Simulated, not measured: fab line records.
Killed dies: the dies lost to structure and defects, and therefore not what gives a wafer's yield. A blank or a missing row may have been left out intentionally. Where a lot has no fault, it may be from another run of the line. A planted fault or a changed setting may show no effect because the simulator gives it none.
fab line records ; flow ritCmos
record lots=7; wafers=21; lastDay=6
route steps=202 shown SILICIDE@161 CONTACT@168 M1@202
lots that met no fault: taken from a fault-free run of the same line
startH: hours from the record's opening day to when the first of the lot's shown wafers began ; waitH: time in hours since the lot's previous step ; " unchanged from the row above ; L1.1+2: one row covering several wafers at once ; - either no value or no given start ; * or withheld: withheld ; < > ~ a bound
route shown NAME@n: NAME is a module with steps in the file, n the number in the route of the first one ; usual: the fault-free wafers' mean and standard deviation ; same: alike in all rows ; chamber/n: place in a boat ; sites: per-site readings ; _std_site: standard deviation across them ; _edge_site: mean of outer sites minus mean of inner sites ; radiusMm: how far each site lies from the wafer's centre ; mask NAME#n: copy n ; behind: the last tool/chamber to shape the wafer ; hold: why the lot was held/for how many hours/how that ended ; device: whichever transistor did not switch (one of n, p or np) ; end of line: tests of these same wafers at the route's end ; where a step has no rows: the recipe by itself ; killed: dies that structure and defects cost at the first sort, which is not the same as the wafer's yield ; map: shows each die of a wafer: x if killed, . if not, _ if none is there
set.NAME: the setting that was run; set.NAME@STEP: the one run at that earlier step ; model.NAME: the simulator's own value behind a step, which no gauge read
a table for each step, a row for each wafer; lots at some steps of the route
services: the hour from which a tool's chamber was out of use, counted from the record's first day as startH (under 0 if before that day), plus the number of hours and why
## steps
# step RIT_SILICIDE_WET_ETCH_00
# recipe chemistry=BOE; target=SiO2; targetDepthNm=14; timeS=15; dry=n2Spin; dilution=10:1; tempC=21.5
# step RIT_SILICIDE_SPUTTER_01
# recipe material=Ti; targetThkNm=30; powerW=350; chamberPressurePa=0.667; gas=Ar; timeS=240; substrateTempC=25
# usual throttleValvePct=30.3/1.5
lot.wafer;tool;chamber;startH;waitH;throttleValvePct
L673.1;pvdSputter-01;-;81.15;0.0;32.1
L673.2;pvdSputter-01;-;81.15;0.0;27.5
L673.3;pvdSputter-01;-;81.15;0.0;29.6
L675.1;pvdSputter-01;-;99.90;0.0;27.8
L675.3;pvdSputter-01;-;99.90;0.0;32.0
L675.6;pvdSputter-01;-;99.90;0.0;29.7
L676.2;pvdSputter-02;-;102.40;0.0;28.9
L676.4;pvdSputter-02;-;102.40;0.0;29.5
L676.5;pvdSputter-02;-;102.40;0.0;28.8
L677.1;pvdSputter-01;-;106.07;0.0;31.0
L677.2;pvdSputter-01;-;106.07;0.0;32.1
L677.3;pvdSputter-01;-;106.07;0.0;27.7
L679.3;pvdSputter-01;-;119.54;0.0;31.3
L679.4;pvdSputter-01;-;119.54;0.0;29.9
L679.5;pvdSputter-01;-;119.54;0.0;31.8
L680.1;pvdSputter-04;-;124.90;0.0;31.7
L680.3;pvdSputter-04;-;124.90;0.0;31.7
L680.6;pvdSputter-04;-;124.90;0.0;28.4
L685.1;pvdSputter-01;-;141.20;0.0;31.1
L685.3;pvdSputter-01;-;141.20;0.0;29.7
L685.5;pvdSputter-01;-;141.20;0.0;27.7
# step RIT_SILICIDE_RS_MEAS_02
# recipe thkMeasGauge=four-point-probe; reads=Ti_of_SILICIDE_SPUTTER_01
# usual SILICIDE_TI_RS=48.0/0.69
lot.wafer;tool;chamber;startH;waitH;SILICIDE_TI_RS[ohm/sq]
L673.1;filmMetro-01;-;81.30;0.1;47.1
L673.2;filmMetro-01;-;81.30;0.1;48.2
L673.3;filmMetro-01;-;81.30;0.1;48.1
L675.1;filmMetro-03;-;100.05;0.1;49.2
L675.3;filmMetro-03;-;100.05;0.1;48.9
L675.6;filmMetro-03;-;100.05;0.1;48.8
L676.2;filmMetro-03;-;102.57;0.1;46.8
L676.4;filmMetro-03;-;102.57;0.1;47.2
L676.5;filmMetro-03;-;102.57;0.1;47.1
L677.1;filmMetro-03;-;106.22;0.1;47.5
L677.2;filmMetro-03;-;106.22;0.1;47.4
L677.3;filmMetro-03;-;106.22;0.1;47.8
L679.3;filmMetro-03;-;119.73;0.1;48.1
L679.4;filmMetro-03;-;119.73;0.1;47.5
L679.5;filmMetro-03;-;119.73;0.1;47.7
L680.1;filmMetro-03;-;125.05;0.1;47.9
L680.3;filmMetro-03;-;125.05;0.1;47.6
L680.6;filmMetro-03;-;125.05;0.1;49.0
L685.1;filmMetro-03;-;141.35;0.1;47.2
L685.3;filmMetro-03;-;141.35;0.1;46.6
L685.5;filmMetro-03;-;141.35;0.1;47.0
# step RIT_SILICIDE_THK_MEAS_03
# recipe thkMeasGauge=xrf; reads=Ti_of_SILICIDE_SPUTTER_01
# usual SILICIDE_TI_THK=30.1/0.37
lot.wafer;tool;chamber;startH;waitH;SILICIDE_TI_THK[nm]
L673.1;filmMetro-01;-;81.42;0.1;30.7
L673.2;filmMetro-01;-;81.42;0.1;30.0
L673.3;filmMetro-01;-;81.42;0.1;30.0
L675.1;filmMetro-03;-;100.17;0.1;29.6
L675.3;filmMetro-03;-;100.17;0.1;29.7
L675.6;filmMetro-03;-;100.17;0.1;30.0
L676.2;filmMetro-03;-;102.68;0.1;30.8
L676.4;filmMetro-03;-;102.68;0.1;30.7
L676.5;filmMetro-03;-;102.68;0.1;30.7
L677.1;filmMetro-03;-;106.34;0.1;30.4
L677.2;filmMetro-03;-;106.34;0.1;30.5
L677.3;filmMetro-03;-;106.34;0.1;30.3
L679.3;filmMetro-03;-;119.83;0.1;30.2
L679.4;filmMetro-03;-;119.83;0.1;30.5
L679.5;filmMetro-03;-;119.83;0.1;30.4
L680.1;filmMetro-03;-;125.17;0.1;30.4
L680.3;filmMetro-03;-;125.17;0.1;30.3
L680.6;filmMetro-03;-;125.17;0.1;29.9
L685.1;filmMetro-03;-;141.47;0.1;30.7
L685.3;filmMetro-03;-;141.47;0.1;30.9
L685.5;filmMetro-03;-;141.47;0.1;30.7
# step RIT_SILICIDE_RTA_04
# recipe tempC=650; timeS=10; idleTempC=25; rampUpS=5; rampDownS=5; coolToC=25; ambient=N2
# usual chamberO2Ppm=2.005/0.019; wafer_temp_C_max=653.0/0.63
lot.wafer;tool;chamber;startH;waitH;chamberO2Ppm;wafer_temp_C_max
L673.1;rtpAnneal-02;0;81.48;0.1;1.997;652.8
L673.2;rtpAnneal-02;0;81.48;0.1;1.972;652.2
L673.3;rtpAnneal-02;0;81.48;0.1;1.969;652.6
L675.1;rtpAnneal-02;0;100.23;0.1;1.981;652.4
L675.3;rtpAnneal-02;0;100.23;0.1;1.992;652.8
L675.6;rtpAnneal-02;0;100.23;0.1;1.999;652.6
L676.2;rtpAnneal-02;0;102.74;0.1;2.019;652.8
L676.4;rtpAnneal-02;0;102.74;0.1;2.010;652.4
L676.5;rtpAnneal-02;0;102.74;0.1;1.991;652.2
L677.1;rtpAnneal-02;0;106.40;0.1;2.007;652.7
L677.2;rtpAnneal-02;0;106.40;0.1;2.004;652.6
L677.3;rtpAnneal-02;0;106.40;0.1;1.999;653.3
L679.3;rtpAnneal-02;0;119.89;0.1;2.013;651.8
L679.4;rtpAnneal-02;0;119.89;0.1;2.037;652.2
L679.5;rtpAnneal-02;0;119.89;0.1;2.042;652.4
L680.1;rtpAnneal-02;0;125.23;0.1;1.993;652.1
L680.3;rtpAnneal-02;0;125.23;0.1;2.046;652.5
L680.6;rtpAnneal-02;0;125.23;0.1;2.043;653.7
L685.1;rtpAnneal-02;0;141.53;0.1;2.016;653.8
L685.3;rtpAnneal-02;0;141.53;0.1;1.991;652.3
L685.5;rtpAnneal-02;0;141.53;0.1;2.003;653.7
# step RIT_SILICIDE_WET_ETCH_05
# recipe chemistry=SPM; target=Ti; tempC=90; timeS=120; dry=n2Spin
# step RIT_SILICIDE_RTA_06
# recipe tempC=750; timeS=10; idleTempC=25; rampUpS=5; rampDownS=10; coolToC=25; ambient=N2
# usual chamberO2Ppm=1.999/0.022; wafer_temp_C_max=753.7/0.78
lot.wafer;tool;chamber;startH;waitH;chamberO2Ppm;wafer_temp_C_max
L673.1;rtpAnneal-02;0;81.59;0.0;2.024;752.3
L673.2;rtpAnneal-02;0;81.59;0.0;2.039;753.2
L673.3;rtpAnneal-02;0;81.59;0.0;1.980;753.2
L675.1;rtpAnneal-02;0;100.34;0.0;1.987;753.9
L675.3;rtpAnneal-02;0;100.34;0.0;2.016;752.8
L675.6;rtpAnneal-02;0;100.34;0.0;1.996;753.5
L676.2;rtpAnneal-02;0;102.85;0.0;2.032;753.5
L676.4;rtpAnneal-02;0;102.85;0.0;1.994;752.8
L676.5;rtpAnneal-02;0;102.85;0.0;1.991;753.3
L677.1;rtpAnneal-02;0;106.51;0.0;2.010;753.6
L677.2;rtpAnneal-02;0;106.51;0.0;2.002;754.0
L677.3;rtpAnneal-02;0;106.51;0.0;2.003;753.3
L679.3;rtpAnneal-02;0;120.00;0.0;2.009;754.1
L679.4;rtpAnneal-02;0;120.00;0.0;1.952;752.4
L679.5;rtpAnneal-02;0;120.00;0.0;1.994;752.7
L680.1;rtpAnneal-02;0;125.34;0.0;2.027;752.9
L680.3;rtpAnneal-02;0;125.34;0.0;2.022;754.3
L680.6;rtpAnneal-02;0;125.34;0.0;2.038;753.2
L685.1;rtpAnneal-02;0;141.63;0.0;1.980;753.1
L685.3;rtpAnneal-02;0;141.63;0.0;1.983;754.0
L685.5;rtpAnneal-02;0;141.63;0.0;1.998;754.2
# step RIT_CONTACT_CVD_00
# recipe material=SiO2; targetThkNm=400; precursor=TEOS; tempC=390; timeS=61; rfW=400
# usual heaterPowerW=336/59
lot.wafer;tool;chamber;startH;waitH;heaterPowerW
L673.1;pecvd-02;2;81.66;0.1;359
L673.2;pecvd-02;1;81.66;0.1;209
L673.3;pecvd-02;0;81.66;0.1;336
L675.1;pecvd-04;0;100.41;0.1;349
L675.3;pecvd-04;2;100.41;0.1;338
L675.6;pecvd-04;1;100.41;0.1;284
L676.2;pecvd-02;0;102.90;0.0;324
L676.4;pecvd-02;0;102.90;0.0;328
L676.5;pecvd-02;1;102.90;0.0;234
L677.1;pecvd-03;2;106.57;0.1;301
L677.2;pecvd-03;0;106.57;0.1;326
L677.3;pecvd-03;1;106.57;0.1;324
L679.3;pecvd-02;2;120.05;0.0;351
L679.4;pecvd-02;2;120.05;0.0;357
L679.5;pecvd-02;0;120.05;0.0;356
L680.1;pecvd-03;0;125.41;0.1;395
L680.3;pecvd-03;1;125.41;0.1;379
L680.6;pecvd-03;2;125.41;0.1;343
L685.1;pecvd-02;2;141.70;0.1;377
L685.3;pecvd-02;0;141.70;0.1;372
L685.5;pecvd-02;2;141.70;0.1;386
# step RIT_CONTACT_THK_MEAS_01
# recipe reads=SiO2_of_CONTACT_CVD_00
# usual CONTACT_TEOS_THK=399/5.6
lot.wafer;tool;chamber;startH;waitH;CONTACT_TEOS_THK[nm]
L673.1;filmMetro-01;-;81.71;0.0;393
L673.2;filmMetro-01;-;81.71;0.0;394
L673.3;filmMetro-01;-;81.71;0.0;395
L675.1;filmMetro-04;-;100.46;0.0;391
L675.3;filmMetro-04;-;100.46;0.0;393
L675.6;filmMetro-04;-;100.46;0.0;393
L676.2;filmMetro-03;-;102.96;0.0;400
L676.4;filmMetro-03;-;102.96;0.0;403
L676.5;filmMetro-03;-;102.96;0.0;399
L677.1;filmMetro-01;-;106.62;0.0;396
L677.2;filmMetro-01;-;106.62;0.0;399
L677.3;filmMetro-01;-;106.62;0.0;393
L679.3;filmMetro-03;-;120.12;0.0;398
L679.4;filmMetro-03;-;120.12;0.0;402
L679.5;filmMetro-03;-;120.12;0.0;410
L680.1;filmMetro-04;-;125.46;0.0;394
L680.3;filmMetro-04;-;125.46;0.0;392
L680.6;filmMetro-04;-;125.46;0.0;403
L685.1;filmMetro-04;-;141.75;0.0;396
L685.3;filmMetro-04;-;141.75;0.0;397
L685.5;filmMetro-04;-;141.75;0.0;402
# step RIT_CONTACT_HMDS_02
# recipe primeTimeS=60; primeTempC=140
# step RIT_CONTACT_COAT_03
# recipe resist=NOVOLAK; spinRpm=3250; resistThkNm=1000
# step RIT_CONTACT_SOFTBAKE_04
# recipe resist=NOVOLAK; tempC=90; timeS=60
# step RIT_CONTACT_EXPOSE_05
# recipe maskId=M11; na=0.6; sourceShape=conventional; sigmaOuter=0.5; targetCdNm=1000; doseMj=250
# usual exposureDoseMJCm2=249.97/0.27
lot.wafer;tool;chamber;startH;waitH;mask;exposureDoseMJCm2
L673.1;ilineStepper-02;0;82.22;0.1;M11#0;249.97
L673.2;ilineStepper-02;0;82.22;0.1;M11#0;250.18
L673.3;ilineStepper-02;0;82.22;0.1;M11#0;250.12
L675.1;ilineStepper-01;0;101.02;0.1;M11#0;250.40
L675.3;ilineStepper-01;0;101.02;0.1;M11#0;250.38
L675.6;ilineStepper-01;0;101.02;0.1;M11#0;250.42
L676.2;ilineStepper-01;0;103.48;0.1;M11#0;264.61
L676.4;ilineStepper-01;0;103.48;0.1;M11#0;264.84
L676.5;ilineStepper-01;0;103.48;0.1;M11#0;264.65
L677.1;ilineStepper-02;0;107.26;0.2;M11#0;249.70
L677.2;ilineStepper-02;0;107.26;0.2;M11#0;249.66
L677.3;ilineStepper-02;0;107.26;0.2;M11#0;249.67
L679.3;ilineStepper-01;0;120.77;0.2;M11#0;261.23
L679.4;ilineStepper-01;0;120.77;0.2;M11#0;261.66
L679.5;ilineStepper-01;0;120.77;0.2;M11#0;261.40
L680.1;ilineStepper-01;0;125.97;0.1;M11#0;259.33
L680.3;ilineStepper-01;0;125.97;0.1;M11#0;259.41
L680.6;ilineStepper-01;0;125.97;0.1;M11#0;259.55
L685.1;ilineStepper-02;0;142.26;0.1;M11#0;249.70
L685.3;ilineStepper-02;0;142.26;0.1;M11#0;249.64
L685.5;ilineStepper-02;0;142.26;0.1;M11#0;249.63
# step RIT_CONTACT_PEB_06
# recipe resist=NOVOLAK; tempC=withheld; timeS=withheld
# step RIT_CONTACT_DEVELOP_07
# recipe resist=NOVOLAK; developTimeS=120; devTempC=23
# step RIT_CONTACT_CD_MEAS_08
# recipe targetCdNm=1000
# usual cdNm=999.5/2
lot.wafer;tool;chamber;startH;waitH;cdNm
L673.1;cdSem-01;-;82.74;-;993.2
L673.2;cdSem-01;-;82.74;-;993.9
L673.3;cdSem-01;-;82.74;-;995.3
L675.1;cdSem-02;-;101.54;-;999.0
L675.3;cdSem-02;-;101.54;-;1000.8
L675.6;cdSem-02;-;101.54;-;999.3
L676.2;cdSem-02;-;104.00;-;1012.9
L676.4;cdSem-02;-;104.00;-;1016.0
L676.5;cdSem-02;-;104.00;-;1015.6
L677.1;cdSem-02;-;107.78;-;1002.7
L677.2;cdSem-02;-;107.78;-;1000.9
L677.3;cdSem-02;-;107.78;-;1002.9
L679.3;cdSem-02;-;121.54;-;1009.5
L679.4;cdSem-02;-;121.54;-;1009.8
L679.5;cdSem-02;-;121.54;-;1007.6
L680.1;cdSem-02;-;126.49;-;1007.9
L680.3;cdSem-02;-;126.49;-;1009.0
L680.6;cdSem-02;-;126.49;-;1007.8
L685.1;cdSem-02;-;142.78;-;998.9
L685.3;cdSem-02;-;142.78;-;1000.0
L685.5;cdSem-02;-;142.78;-;998.6
# step RIT_CONTACT_OVL_MEAS_09
# usual CONTACT_OVL=0.2/1.4
lot.wafer;tool;chamber;startH;waitH;CONTACT_OVL[nm]
L673.1;overlay-02;-;82.86;0.1;0.7
L673.2;overlay-02;-;82.86;0.1;0.2
L673.3;overlay-02;-;82.86;0.1;2.5
L675.1;overlay-01;-;101.66;0.1;1.6
L675.3;overlay-01;-;101.66;0.1;1.1
L675.6;overlay-01;-;101.66;0.1;1.1
L676.2;overlay-02;-;104.10;0.1;0.0
L676.4;overlay-02;-;104.10;0.1;0.1
L676.5;overlay-02;-;104.10;0.1;-1.7
L677.1;overlay-01;-;107.90;0.1;-1.7
L677.2;overlay-01;-;107.90;0.1;1.4
L677.3;overlay-01;-;107.90;0.1;-0.2
L679.3;overlay-02;-;121.63;0.1;-0.6
L679.4;overlay-02;-;121.63;0.1;-1.4
L679.5;overlay-02;-;121.63;0.1;-1.5
L680.1;overlay-02;-;126.61;0.1;2.9
L680.3;overlay-02;-;126.61;0.1;0.8
L680.6;overlay-02;-;126.61;0.1;2.2
L685.1;overlay-02;-;142.90;0.1;-1.1
L685.3;overlay-02;-;142.90;0.1;-1.8
L685.5;overlay-02;-;142.90;0.1;-2.2
# step RIT_CONTACT_HARDBAKE_10
# recipe resist=NOVOLAK; tempC=140; timeS=60
# step RIT_CONTACT_ETCH_11
# recipe targetDepthA=4800; overEtchFrac=0.2; stopOn=TiSi2; chemistry=CHF3/CF4/Ar; target=SiO2; CHF3_flow_sccm=50; cf4FlowSccm=10; Ar_flow_sccm=100; O2_flow_sccm=5; pressureMtorr=100; rfW=200; timeS=320
# usual drypumpMotorCurrentA=5.8/0.41; oesProductAu=0.981/0.015; throttleValvePct=8.89/0.11
# same overEtchFrac=0.2
lot.wafer;tool;chamber;startH;waitH;drypumpMotorCurrentA;oesProductAu;rfHoursCounterH;throttleValvePct;model.CONTACT.cdNm
L673.1;rieDiel-01;3;83.04;0.1;4.7;0.972;114;8.96;993.9
L673.2;rieDiel-01;1;83.04;0.1;6.1;0.950;137;8.68;994.4
L673.3;rieDiel-01;0;83.04;0.1;5.9;0.979;89;8.84;995.4
L675.1;rieDiel-03;2;101.84;0.1;5.6;0.997;128;8.90;999.3
L675.3;rieDiel-03;1;101.84;0.1;5.3;0.969;2;8.86;1001
L675.6;rieDiel-03;0;101.84;0.1;6.3;0.967;-;8.97;999.5
L676.2;rieDiel-04;3;104.44;0.1;5.5;0.985;1;9.02;1013
L676.4;rieDiel-04;2;104.44;0.1;6.3;1.003;-;8.81;1016
L676.5;rieDiel-04;3;104.44;0.1;5.5;0.982;-;9.00;1016
L677.1;rieDiel-01;2;108.08;0.1;5.4;0.990;9;8.90;1002
L677.2;rieDiel-01;3;108.08;0.1;4.6;0.972;115;8.97;1001
L677.3;rieDiel-01;0;108.08;0.1;5.8;0.977;90;8.82;1003
L679.3;rieDiel-04;2;121.80;0.1;6.4;1.011;134;8.82;1010
L679.4;rieDiel-04;3;121.80;0.1;5.5;0.981;2;9.02;1010
L679.5;rieDiel-04;1;121.80;0.1;5.7;0.985;-;9.03;1008
L680.1;rieDiel-04;1;126.79;0.1;5.7;0.987;1;9.02;1008
L680.3;rieDiel-04;3;126.79;0.1;5.5;0.984;2;9.01;1009
L680.6;rieDiel-04;2;126.79;0.1;6.4;1.009;-;8.82;1007
L685.1;rieDiel-01;1;143.08;0.1;6.1;0.949;138;8.67;998.5
L685.3;rieDiel-01;2;143.08;0.1;5.4;0.993;10;8.93;1000
L685.5;rieDiel-01;1;143.08;0.1;6.1;0.961;-;8.66;997.9
# step RIT_CONTACT_STRIP_12
# recipe chemistry=O2; timeS=180; resist=NOVOLAK; platenTempC=withheld; powerW=500; pressureMtorr=4000; o2FlowSccm=4000
# usual drypumpMotorCurrentA=5.37/0.26
lot.wafer;tool;chamber;startH;waitH;drypumpMotorCurrentA;rfHoursCounterH
L673.1;plasmaAsher-02;1;83.24;0.1;5.38;30
L673.2;plasmaAsher-02;0;83.24;0.1;5.35;30
L673.3;plasmaAsher-02;0;83.24;0.1;5.34;-
L675.1;plasmaAsher-02;0;102.04;0.1;5.38;31
L675.3;plasmaAsher-02;1;102.04;0.1;5.39;-
L675.6;plasmaAsher-02;1;102.04;0.1;5.42;-
L676.2;plasmaAsher-01;1;104.64;0.1;5.25;45
L676.4;plasmaAsher-01;1;104.64;0.1;5.26;-
L676.5;plasmaAsher-01;1;104.64;0.1;5.27;-
L677.1;plasmaAsher-02;1;108.28;0.1;5.37;32
L677.2;plasmaAsher-02;0;108.28;0.1;5.40;32
L677.3;plasmaAsher-02;0;108.28;0.1;5.36;-
L679.3;plasmaAsher-03;0;122.06;0.2;5.93;-
L679.4;plasmaAsher-03;1;122.06;0.2;4.97;-
L679.5;plasmaAsher-03;1;122.06;0.2;4.96;-
L680.1;plasmaAsher-03;1;126.99;0.1;4.96;49
L680.3;plasmaAsher-03;1;126.99;0.1;4.95;-
L680.6;plasmaAsher-03;0;126.99;0.1;5.90;-
L685.1;plasmaAsher-01;0;143.28;0.1;5.30;3
L685.3;plasmaAsher-01;0;143.28;0.1;5.32;-
L685.5;plasmaAsher-01;0;143.28;0.1;5.31;-
# step RIT_M1_PROBE_99
# usual killedAtContacts=0.1/0.31; killedAtFrontEnd=6.8/2.7; killedDies=6.9/2.7; killedOpen=3.3/1.8; killedShort=3.5/1.8
# same grossDies=264; killed_at_M0_to_M3=0; killed_at_M4_up=0; killedAtBackSide=0; killedAtOther=0
lot.wafer;tool;chamber;startH;waitH;killedAtContacts;killedAtFrontEnd;killedDies;killedOpen;killedShort;model.etest.contactToGate.bvLeftV;model.etest.contactToGate.bvRightV
L673.1;prober-01;-;90.11;0.1;0;5;5;4;1;93.14;90.79
L673.2;prober-01;-;90.16;0.1;0;5;5;1;4;92.63;92.26
L673.3;prober-01;-;90.21;0.2;0;7;7;2;5;91.6;90.83
L675.1;prober-01;-;106.95;0.1;0;7;7;4;3;91.39;92.69
L675.3;prober-01;-;107.05;0.2;0;8;8;3;5;89.99;90.62
L675.6;prober-01;-;107.20;0.2;0;8;8;3;5;93.23;91.99
L676.2;prober-01;-;109.81;0.1;1;8;9;4;5;86.75;86.95
L676.4;prober-01;-;109.91;0.2;0;5;5;2;3;85.94;86.92
L676.5;prober-01;-;109.96;0.2;0;5;5;2;3;86.21;84.22
L677.1;prober-02;-;113.56;0.1;0;11;11;5;6;90.13;90.65
L677.2;prober-02;-;113.61;0.1;0;7;7;2;5;89.3;91.08
L677.3;prober-02;-;113.66;0.2;0;7;7;4;3;87.88;90.59
L679.3;prober-02;-;127.08;0.2;0;8;8;5;3;86.45;87.94
L679.4;prober-02;-;127.13;0.2;0;5;5;4;1;85.92;87.7
L679.5;prober-02;-;127.18;0.2;0;4;4;2;2;87.11;88.52
L680.1;prober-01;-;131.68;0.1;0;11;11;4;7;87.34;86.23
L680.3;prober-01;-;131.78;0.2;0;9;9;2;4;87.64;86.14
L680.6;prober-01;-;131.93;0.2;0;9;9;6;3;88.67;89.87
L685.1;prober-02;-;148.24;0.1;0;5;5;2;3;92.64;90.18
L685.3;prober-02;-;148.34;0.2;1;3;4;3;1;89.99;88.88
L685.5;prober-02;-;148.44;0.2;1;9;10;5;4;91.45;92.64
# killed by level:class
L673.1 FOX1:geometricParticle:open=2 GATE:geometricParticle:open=2 GATE:geometricParticle:short=1
L673.2 SILICIDE:geometricParticle:short=2 FOX1:geometricParticle:short=1 GATE:geometricParticle:open=1 SPACER:geometricParticle:short=1
L673.3 FOX1:geometricParticle:short=4 GATE:geometricParticle:short=1 GATE:geometricParticle:open=1 SPACER:geometricParticle:open=1
L675.1 GATE:geometricParticle:open=4 FOX1:geometricParticle:short=1 FOX2:geometricParticle:short=1 SILICIDE:geometricParticle:short=1
L675.3 FOX1:geometricParticle:short=2 GATE:geometricParticle:short=2 FOX1:geometricParticle:open=1 GATE:geometricParticle:open=1 REOX:geometricParticle:short=1 SILICIDE:geometricParticle:open=1
L675.6 REOX:geometricParticle:short=3 SILICIDE:geometricParticle:open=2 GATE:geometricParticle:short=1 SPACER:geometricParticle:open=1 SILICIDE:geometricParticle:short=1
L676.2 FOX1:geometricParticle:open=2 SILICIDE:geometricParticle:short=2 FOX1:geometricParticle:short=1 FOX2:geometricParticle:short=1 GATE:geometricParticle:open=1 SILICIDE:geometricParticle:open=1 CONTACT:geometricParticle:short=1
L676.4 FOX1:geometricParticle:short=1 GATE:geometricParticle:short=1 GATE:geometricParticle:open=1 SILICIDE:geometricParticle:short=1 SILICIDE:geometricParticle:open=1
L676.5 FOX1:geometricParticle:short=2 GATE:geometricParticle:open=1 REOX:geometricParticle:short=1 SPACER:geometricParticle:open=1
L677.1 GATE:geometricParticle:short=5 GATE:geometricParticle:open=2 FOX1:geometricParticle:short=1 FOX1:geometricParticle:open=1 FOX2:geometricParticle:open=1 REOX:geometricParticle:open=1
L677.2 SILICIDE:geometricParticle:short=2 FOX2:geometricParticle:short=1 GATE:geometricParticle:short=1 REOX:geometricParticle:open=1 SPACER:geometricParticle:short=1 SILICIDE:geometricParticle:open=1
L677.3 GATE:geometricParticle:open=3 GATE:geometricParticle:short=2 FOX1:geometricParticle:short=1 SPACER:geometricParticle:open=1
L679.3 GATE:geometricParticle:open=3 GATE:geometricParticle:short=2 REOX:geometricParticle:open=1 SPACER:geometricParticle:open=1 SPACER:geometricParticle:short=1
L679.4 GATE:geometricParticle:open=2 FOX2:geometricParticle:open=1 SPACER:geometricParticle:open=1 SILICIDE:geometricParticle:short=1
L679.5 GATE:geometricParticle:open=2 REOX:geometricParticle:short=1 SILICIDE:geometricParticle:short=1
L680.1 GATE:geometricParticle:short=3 FOX1:geometricParticle:short=2 FOX2:geometricParticle:open=2 FOX2:geometricParticle:short=2 FOX1:geometricParticle:open=1 GATE:geometricParticle:open=1
L680.3 NWELL:coatMicrobubblePrinted=3 SILICIDE:geometricParticle:short=2 FOX2:geometricParticle:open=1 GATE:geometricParticle:open=1 GATE:geometricParticle:short=1 SPACER:geometricParticle:short=1
L680.6 GATE:geometricParticle:short=2 GATE:geometricParticle:open=2 FOX1:geometricParticle:open=1 FOX2:geometricParticle:open=1 REOX:geometricParticle:open=1 SPACER:geometricParticle:short=1 SILICIDE:geometricParticle:open=1
L685.1 FOX1:geometricParticle:open=2 REOX:geometricParticle:short=2 FOX1:geometricParticle:short=1
L685.3 FOX2:geometricParticle:open=1 GATE:geometricParticle:open=1 REOX:geometricParticle:short=1 CONTACT:geometricParticle:open=1
L685.5 GATE:geometricParticle:open=2 SPACER:geometricParticle:short=2 ACTIVE:geometricParticle:open=1 FOX1:geometricParticle:open=1 GATE:geometricParticle:short=1 REOX:geometricParticle:open=1 REOX:geometricParticle:short=1 CONTACT:coatMicrobubblePrinted=1
## services
tool;chamber;startH;hours;kind
rieDiel-04;1;66.01;-;clean
rieDiel-04;1;66.01;15.0;scheduledDown
rieDiel-04;1;66.01;15.0;ventCycle
rieDiel-01;3;73.26;4.4;repair
pecvd-02;-;73.32;0.2;repair
rieDiel-03;-;95.47;0.4;repair
ilineStepper-01;0;95.57;-;calibration
rieDiel-04;0;104.39;7.0;repair
plasmaAsher-01;-;108.75;9.0;pm
plasmaAsher-01;0;108.75;9.0;ventCycle
plasmaAsher-01;1;108.75;9.0;ventCycle
plasmaAsher-01;0;117.75;-;clean
plasmaAsher-01;1;117.75;-;clean
rieDiel-03;0;123.72;-;clean
rieDiel-03;0;123.72;12.9;scheduledDown
rieDiel-03;0;123.72;12.9;ventCycle
pvdSputter-02;-;126.57;2.8;repair
pvdSputter-01;-;132.91;5.3;repair
pvdSputter-02;-;136.29;2.7;repair
rieDiel-03;3;137.19;5.7;repair
## key
firstSign step=RIT_CONTACT_EXPOSE_05; reading=exposureDoseMJCm2; direction=up; sigmas=45; usual=249.97; struck=261.85
effect step=RIT_CONTACT_CD_MEAS_08; reading=cdNm; direction=up; sigmas=5.5; usual=999.5; struck=1010.7; through=controlLoop
modelEffect step=RIT_CONTACT_ETCH_11; value=CONTACT.cdNm; without=997.4; struck=1011
modelEffect step=RIT_M1_PROBE_99; value=etest.contactToGate.bvLeftV; without=90.19; struck=86.89
metAt RIT_CONTACT_EXPOSE_05
struckWafers L676.2,L676.4,L676.5,L679.3,L679.4,L679.5,L680.1,L680.3,L680.6
testerLeftOut L676,L679,L680
loopTrim step=RIT_CONTACT_EXPOSE_05; setting=dose; lots=L679,L680
onsetBetween 101.02 103.48
fault kind=processParameterDrift; tool=ilineStepper-01; chamber=-; onsetH=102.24; steps=RIT_CONTACT_EXPOSE_05; channel=doseMj; offset=14.714; shape=step; actsIn=theseRecipesOnly; stated=250
# testerLeftOut: of these lots the tester's yield and bins aren't shown, on N5 and GAA mostly nor the transistor test; their killed dies are dies lost to structure and defects alone, not to doping, threshold or leakage, so they don't give the yield
# loopTrim: a control loop set the setting to another value than it would have without faults
